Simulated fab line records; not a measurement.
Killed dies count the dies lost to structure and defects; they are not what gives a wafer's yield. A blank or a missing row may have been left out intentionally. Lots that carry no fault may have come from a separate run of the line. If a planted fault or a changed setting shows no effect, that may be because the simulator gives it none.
8D (eight disciplines) problem report, filled in by code    flow berkeley_cmos170    the parts of the form that need people (team, actions taken, sign-off) are left out

== 1. THE PROBLEM ==
Mean of developer_temp_C at UCB170_PVT_DEVELOP_05: 21.81 C across 5 wafers in 2 lots; on wafers with no fault it is 21.01 C (standard deviation 0.12). Measured from the usual mean, that is +6.7 standard deviations.
The step: develop time 45 s.
Seen first at day 8 14:00 on litho_track-03, wafer L421.3. Wafers with a number at this step in the record: 41, from 14 lots. The rule behind "out" and "out of limits": a value lying over 4 standard deviations away from the usual mean. The rest of the wafers with a number are treated as sound.

== 2. WHAT THIS IS AND IS NOT ==
question                     is                      is not
which readings at this step  developer_temp_C        -
which lots                   L420, L421              L406, L408, L410, L411, L412, L414, L415, L417, L424, L425, L426, L427
which wafers of those lots   all that have a number  -
read on which tools          litho_track-03          litho_track-02, litho_track-04
when                         from day 8 14:00        up to then (24 sound wafers); but 12 sound wafers of L424, L425, L426, L427 came after

== 3. SUSPECTS, AND WHAT RULES EACH OUT ==
Counting: a tool at a process step up to the reading stays a suspect if it ran every lot that is out and no sound lot after the first of them.
- litho_track-03 at UCB170_PVT_DEVELOP_05 (develop time 45 s): kept. Every lot that is out went through it, starting with L421 (day 8 14:00), and after that it ran no sound lot; the last sound lot it ran before then is L414 (day 7 12:00). Its own readings are out on those wafers: developer_temp_C.
Remaining after the count: litho_track-03 at UCB170_PVT_DEVELOP_05.

== 4. THE CAUSE (what the simulator had put in) ==
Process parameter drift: litho_track-03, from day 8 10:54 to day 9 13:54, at UCB170_PVT_DEVELOP_05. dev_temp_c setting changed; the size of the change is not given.
Counting left only this tool.

== 5. THE EFFECT CHAIN, in route order ==
Each row: a reading where the mean over the struck wafers with a number is more than 3 standard deviations away from the usual. Only readings whose record carries a usual standard deviation are examined. hours: median over the lots of the time between each lot's start at the first step of this table that gives one and its start at this step. sigmas: the change, counted in usual standard deviations.
hours  step                   reading           usual    on struck wafers  change  sigmas
0      UCB170_PVT_DEVELOP_05  developer_temp_C  21.01 C  21.81             +0.80   +6.7
Process steps it contains:
- UCB170_PVT_DEVELOP_05: develop time 45 s.
Later measuring or inspecting steps at which every struck wafer that the step has a row for has a number for every such reading, and none has moved that far: UCB170_PVT_TW_MEAS_09.

== 6. HOW IT WOULD HAVE BEEN CAUGHT EARLIER ==
First out-of-limits reading in this record: day 8 14:00, which is 3 hours after fault onset at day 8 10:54.
